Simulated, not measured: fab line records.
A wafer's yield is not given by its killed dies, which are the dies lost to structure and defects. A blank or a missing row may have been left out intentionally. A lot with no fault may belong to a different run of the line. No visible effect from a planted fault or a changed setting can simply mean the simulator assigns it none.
Which of the tools did it? || flow rit cmos || 7 lots with 21 wafers sampled at 2 steps, on a route of 202 steps

== WHAT EACH GAUGE READ, for each wafer ==
RIT_REOX_THK_MEAS_04.
{"lot": "L187", "measured": "day 3 01:55", "on": "film metro-03", "REOX_OXIDE_THK (nm)": "24.1 24.3 23.9"}
{"lot": "L189", "measured": "day 3 16:41", "on": "film metro-02", "REOX_OXIDE_THK (nm)": "24.9 25.1 24.9"}
{"lot": "L193", "measured": "day 4 14:22", "on": "film metro-02", "REOX_OXIDE_THK (nm)": "26.0 26.1 26.1"}
{"lot": "L196", "measured": "day 5 05:41", "on": "film metro-03", "REOX_OXIDE_THK (nm)": "25.2 25.5 24.8"}
{"lot": "L201", "measured": "day 6 01:38", "on": "film metro-02", "REOX_OXIDE_THK (nm)": "28.3 28.3 27.9"}
{"lot": "L206", "measured": "day 7 01:26", "on": "film metro-03", "REOX_OXIDE_THK (nm)": "27.7 27.9 27.7"}
{"lot": "L208", "measured": "day 7 11:44", "on": "film metro-01", "REOX_OXIDE_THK (nm)": "24.5 24.8 24.5"}

== EACH LOT AND THE TOOL THAT RAN IT (in order: tool; ch and the chambers of the sampled wafers; start) ==
{"lot": "L187", "RIT_REOX_OXIDATION_03": "furnace-02 ch 0, day 2 23:21"}
{"lot": "L189", "RIT_REOX_OXIDATION_03": "furnace-01 ch 0, day 3 14:08"}
{"lot": "L193", "RIT_REOX_OXIDATION_03": "furnace-01 ch 0, day 4 11:49"}
{"lot": "L196", "RIT_REOX_OXIDATION_03": "furnace-02 ch 0, day 5 03:06"}
{"lot": "L201", "RIT_REOX_OXIDATION_03": "furnace-01 ch 0, day 5 23:05"}
{"lot": "L206", "RIT_REOX_OXIDATION_03": "furnace-01 ch 0, day 6 22:53"}
{"lot": "L208", "RIT_REOX_OXIDATION_03": "furnace-03 ch 0, day 7 09:11"}
- RIT_REOX_OXIDATION_03: target thk 25.2 nm, ox time 5580 s.

== THE ANSWER, worked out from the rows above alone ==
Rule: the usual values come from the lots themselves. Put in order of their means at a reading, lots are off if they are a third of the lots or fewer, leave a main group of 4 or more, and stand apart from it by a gap of 3 or more times the standard deviation of the main group's means; of several such gaps the widest counts. If all means in a main group match to the digits the tables above print for the reading, that group is not used. Also off: a lot with no number at a reading for which 4 or more lots have one. All remaining lots with rows at the step are treated as sound.
Across all readings shown, no lot is off: no conclusion can be drawn from this.

== WHAT HAD BEEN PUT IN BY THE SIMULATOR ==
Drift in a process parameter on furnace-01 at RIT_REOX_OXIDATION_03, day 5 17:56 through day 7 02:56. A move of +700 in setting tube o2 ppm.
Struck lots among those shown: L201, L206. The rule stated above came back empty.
